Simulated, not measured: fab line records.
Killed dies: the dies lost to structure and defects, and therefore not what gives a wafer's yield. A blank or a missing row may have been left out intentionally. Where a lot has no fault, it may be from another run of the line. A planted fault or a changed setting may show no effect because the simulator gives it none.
Which tool was responsible? | flow berkeley_cmos170 | 42 wafers from 14 lots sampled at 6 of the route's 331 steps

## WHAT THE GAUGES SHOWED, per wafer
UCB170_PLDD_OVL_MEAS_07. Usual: for PLDD_OVL the level is 5 nm and the standard deviation is 6.
lot  | measured     | on         | PLDD_OVL (nm) | flag
L286 | day 6 01:19  | overlay-01 | 2 14 6        |
L287 | day 6 17:22  | overlay-02 | -2 9 14       |
L288 | day 7 04:15  | overlay-01 | 2 -1 3        |
L290 | day 7 04:32  | overlay-01 | 1 -3 2        |
L289 | day 7 04:55  | overlay-02 | -3 0 -2       |
L292 | day 8 02:47  | overlay-02 | -2 -4 1       |
L291 | day 8 03:10  | overlay-01 | 5 14 15       |
L296 | day 8 16:59  | overlay-01 | -4 -5 1       |
L298 | day 9 01:04  | overlay-01 | 4 8 10        |
L302 | day 10 04:11 | overlay-01 | 15 3 5        |
L303 | day 10 04:40 | overlay-02 | 13 9 8        |
L305 | day 10 11:15 | overlay-02 | 4 8 11        |
L308 | day 10 17:26 | overlay-02 | 4 11 9        |
L309 | day 11 03:00 | overlay-02 | 1 9 4         |

UCB170_NLDD_TW_MEAS_11. Usual: for NLDD_TW the level is 2203 and the standard deviation is 19.
lot  | measured     | on            | NLDD_TW        | flag
L286 | day 6 03:41  | film_metro-03 | 2236 2240 2237 |
L287 | day 6 19:54  | film_metro-04 | 2200 2207 2223 |
L288 | day 7 06:43  | film_metro-02 | 2233 2228 2233 |
L290 | day 7 06:56  | film_metro-02 | 2228 2238 2240 |
L289 | day 7 07:29  | film_metro-02 | 2233 2241 2231 |
L292 | day 8 04:59  | film_metro-04 | 2182 2185 2175 |
L291 | day 8 05:41  | film_metro-04 | 2173 2190 2180 |
L296 | day 8 20:08  | film_metro-04 | 2086 2076 2086 | OFF
L298 | day 9 03:31  | film_metro-02 | 2106 2105 2107 | OFF
L302 | day 10 06:24 | film_metro-02 | 2205 2200 2206 |
L303 | day 10 07:00 | film_metro-04 | 2200 2187 2202 |
L305 | day 10 14:30 | film_metro-03 | 2204 2190 2200 |
L308 | day 10 20:23 | film_metro-04 | 2186 2203 2206 |
L309 | day 11 05:26 | film_metro-04 | 2195 2200 2189 |

UCB170_SDANNEAL_RS_MEAS_05: measures by four-point-probe. Usual: for NLDD_RS the level is 615.4 ohm/sq and the standard deviation is 1.4.
lot  | measured     | on            | NLDD_RS (ohm/sq)  | flag
L286 | day 6 13:23  | film_metro-02 | 615.4 613.8 614.9 |
L287 | day 7 06:01  | film_metro-04 | 615.8 615.2 613.7 |
L288 | day 7 17:41  | film_metro-04 | 616.2 618.0 615.8 |
L290 | day 7 17:51  | film_metro-03 | 614.2 613.7 614.3 |
L289 | day 7 17:59  | film_metro-02 | 611.4 612.7 614.4 |
L292 | day 8 13:29  | film_metro-03 | 617.1 618.5 616.6 |
L291 | day 8 13:34  | film_metro-02 | 612.7 615.3 614.2 |
L296 | day 9 07:29  | film_metro-04 | 695.2 696.4 695.9 | OFF
L298 | day 9 15:30  | film_metro-03 | 693.5 694.5 692.9 | OFF
L302 | day 10 16:34 | film_metro-03 | 614.8 614.1 613.3 |
L303 | day 10 17:09 | film_metro-02 | 614.3 616.1 614.7 |
L305 | day 11 03:06 | film_metro-03 | 615.0 616.4 616.4 |
L308 | day 11 08:44 | film_metro-02 | 616.5 616.7 615.4 |
L309 | day 11 16:00 | film_metro-02 | 615.4 613.6 615.5 |

## WHICH TOOL RAN EACH LOT (tool, then ch and the chambers of the sampled wafers, then the start)
lot  | UCB170_GATE_ETCH_15              | UCB170_NLDD_IMPLANT_09          | UCB170_PSD_STRIP_09
L286 | rie_si-01 ch 1,2, day 5 23:20    | implanter-01 ch 0, day 6 03:26  | plasma_asher-04 ch 0,1, day 6 09:19
L287 | rie_si-01 ch 1,2, day 6 14:55    | implanter-04 ch 0, day 6 19:39  | plasma_asher-01 ch 0,1, day 7 02:50
L288 | rie_si-02 ch 1,2, day 7 02:51    | implanter-01 ch 0, day 7 06:28  | plasma_asher-04 ch 1, day 7 13:07
L290 | rie_si-01 ch 0,2,3, day 7 03:08  | implanter-02 ch 0, day 7 06:41  | plasma_asher-04 ch 0,1, day 7 12:44
L289 | rie_si-02 ch 0,3, day 7 03:23    | implanter-01 ch 0, day 7 07:14  | plasma_asher-03 ch 0,1, day 7 13:01
L292 | rie_si-01 ch 0,1,2, day 8 01:17  | implanter-04 ch 0, day 8 04:45  | plasma_asher-04 ch 0,1, day 8 09:51
L291 | rie_si-01 ch 1,3, day 8 01:46    | implanter-02 ch 0, day 8 05:26  | plasma_asher-04 ch 0,1, day 8 10:24
L296 | rie_si-01 ch 0,1, day 8 15:21    | implanter-01 ch 0, day 8 19:55  | plasma_asher-03 ch 0,1, day 9 04:13
L298 | rie_si-01 ch 0,1,2, day 8 23:34  | implanter-01 ch 0, day 9 03:17  | plasma_asher-03 ch 0,1, day 9 10:09
L302 | rie_si-02 ch 0,3, day 10 02:12   | implanter-04 ch 0, day 10 06:11 | plasma_asher-01 ch 0,1, day 10 11:45
L303 | rie_si-01 ch 0,1, day 10 02:32   | implanter-04 ch 0, day 10 06:47 | plasma_asher-03 ch 0,1, day 10 12:28
L305 | rie_si-02 ch 1,2, day 10 09:35   | implanter-02 ch 0, day 10 14:15 | plasma_asher-04 ch 1, day 10 19:43
L308 | rie_si-01 ch 1,2, day 10 15:10   | implanter-02 ch 0, day 10 20:10 | plasma_asher-04 ch 0,1, day 11 03:43
L309 | rie_si-02 ch 0,2,3, day 10 23:32 | implanter-02 ch 0, day 11 05:11 | plasma_asher-04 ch 0,1, day 11 10:13
- UCB170_GATE_ETCH_15: etches poly-Si in HBr/Cl2, stops on SiO2, time 56.3 s, target depth 278.2 nm.
- UCB170_NLDD_IMPLANT_09
- UCB170_PSD_STRIP_09: strips in O2.

## WHAT THE TOOLS THEMSELVES READ (means of the sampled wafers that have a number; where no wafer has one, the mark that the record gives instead)
UCB170_GATE_ETCH_15. Usual: HBr_flow_sccm 149.9 sccm, standard deviation 0.44; drypump_motor_current_A 5.9 A, standard deviation 0.35; oes_product_au 0.829 a.u., standard deviation 0.017; throttle_valve_pct 26.46 %, standard deviation 0.25.
lot  | tool      | HBr_flow_sccm (sccm) | drypump_motor_current_A (A) | oes_product_au (a.u.) | throttle_valve_pct (%) | flag
L286 | rie_si-01 | 149.7                | 6.1                         | 0.816                 | 26.12                  |
L287 | rie_si-01 | 149.8                | 5.9                         | 0.815                 | 26.27                  |
L288 | rie_si-02 | 149.8                | 5.4                         | 0.845                 | 26.52                  |
L290 | rie_si-01 | 150.2                | 6.0                         | 0.827                 | 26.63                  |
L289 | rie_si-02 | 149.9                | 5.9                         | 0.846                 | 26.49                  |
L292 | rie_si-01 | 150.0                | 6.0                         | 0.811                 | 26.40                  |
L291 | rie_si-01 | 150.2                | 6.3                         | 0.821                 | 26.41                  |
L296 | rie_si-01 | 150.0                | 6.2                         | 0.823                 | 26.27                  |
L298 | rie_si-01 | 149.8                | 6.0                         | 0.808                 | 26.41                  |
L302 | rie_si-02 | 149.4                | 5.9                         | 0.844                 | 26.50                  |
L303 | rie_si-01 | 150.0                | 6.2                         | 0.809                 | 26.26                  |
L305 | rie_si-02 | 149.8                | 5.2                         | 0.844                 | 26.41                  |
L308 | rie_si-01 | 150.1                | 5.9                         | 0.804                 | 26.27                  |
L309 | rie_si-02 | 149.8                | 5.8                         | 0.846                 | 26.55                  |

UCB170_NLDD_IMPLANT_09. Usual: dose_ions_cm2 5e+13, standard deviation 5.3e+10; faraday_current_uA 158, standard deviation 3.2.
lot  | tool         | dose_ions_cm2 | faraday_current_uA | flag
L286 | implanter-01 | 5e+13         | 159                |
L287 | implanter-04 | 5e+13         | 157                |
L288 | implanter-01 | 5e+13         | 153                |
L290 | implanter-02 | 5e+13         | 156                |
L289 | implanter-01 | 5e+13         | 156                |
L292 | implanter-04 | 5e+13         | 158                |
L291 | implanter-02 | 5e+13         | 163                |
L296 | implanter-01 | 3e+13         | 106                | OFF
L298 | implanter-01 | 3e+13         | 106                | OFF
L302 | implanter-04 | 5e+13         | 157                |
L303 | implanter-04 | 5e+13         | 161                |
L305 | implanter-02 | 5e+13         | 159                |
L308 | implanter-02 | 5e+13         | 157                |
L309 | implanter-02 | 5e+13         | 161                |

UCB170_PSD_STRIP_09. Usual: drypump_motor_current_A 5.87 A, standard deviation 0.29; oes_product_au 0.603 a.u., standard deviation 0.0049; strip_time_to_endpoint_s 29.17 s, standard deviation 0.07.
lot  | tool            | drypump_motor_current_A (A) | oes_product_au (a.u.) | strip_time_to_endpoint_s (s) | flag
L286 | plasma_asher-04 | 6.09                        | 0.601                 | 29.19                        |
L287 | plasma_asher-01 | 5.50                        | 0.606                 | 29.14                        |
L288 | plasma_asher-04 | 5.81                        | 0.602                 | 29.12                        |
L290 | plasma_asher-04 | 5.95                        | 0.603                 | 29.11                        |
L289 | plasma_asher-03 | 5.94                        | 0.604                 | 29.17                        |
L292 | plasma_asher-04 | 5.94                        | 0.608                 | 29.31                        |
L291 | plasma_asher-04 | 5.95                        | 0.598                 | 29.08                        |
L296 | plasma_asher-03 | 5.71                        | 0.600                 | 29.10                        |
L298 | plasma_asher-03 | 5.94                        | 0.607                 | 29.13                        |
L302 | plasma_asher-01 | 5.48                        | 0.604                 | 29.31                        |
L303 | plasma_asher-03 | 5.94                        | 0.611                 | 29.18                        |
L305 | plasma_asher-04 | 5.80                        | 0.603                 | 29.17                        |
L308 | plasma_asher-04 | 6.06                        | 0.604                 | 29.08                        |
L309 | plasma_asher-04 | 6.08                        | 0.605                 | 29.18                        |

## THE ANSWER, worked out from the rows above alone
Rule: a lot counts as off when the mean over its wafers that have a number is more than 3 standard deviations away from the usual mean. Also off: a lot with no number at a reading for which 4 or more lots have one. Any other lot the step has rows for is counted as sound. The gauges are gone through in route order, then the tools' own readings, and for those a lot's mean is taken as printed above. At the first step where some lot is off, the reading lying furthest off is the one used; lots without a number count as furthest.
Off: L296, L298, seen at UCB170_NLDD_TW_MEAS_11 (NLDD_TW).
If a tool, at a process step before that reading, ran all the lots that are off and no sound lot after the first of them, it fits. Not tried: the gauges at UCB170_NLDD_TW_MEAS_11; whatever is off there is also off at UCB170_NLDD_IMPLANT_09, on other tools, and gauge error can't account for it. One fits: UCB170_NLDD_IMPLANT_09 on implanter-01. A fault onset in the window from L289 (day 7 07:14, its last sound lot) to L296 (day 8 19:55, its first lot off) fits.
The tool's own readings at UCB170_NLDD_IMPLANT_09 bear it out: on the lots that are off they differ by more than 5 times the standard deviation of the sound lots' means. dose_ions_cm2 reads 3e+13 there against 5e+13 on the sound lots; faraday_current_uA reads 106 there against 158 on the sound lots.

## WHAT HAD BEEN PUT IN BY THE SIMULATOR
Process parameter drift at UCB170_NLDD_IMPLANT_09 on implanter-01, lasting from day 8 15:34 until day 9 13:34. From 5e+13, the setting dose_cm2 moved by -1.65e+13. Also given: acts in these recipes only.
Shown lots that were struck: L296, L298. The rule given above showed the same thing.
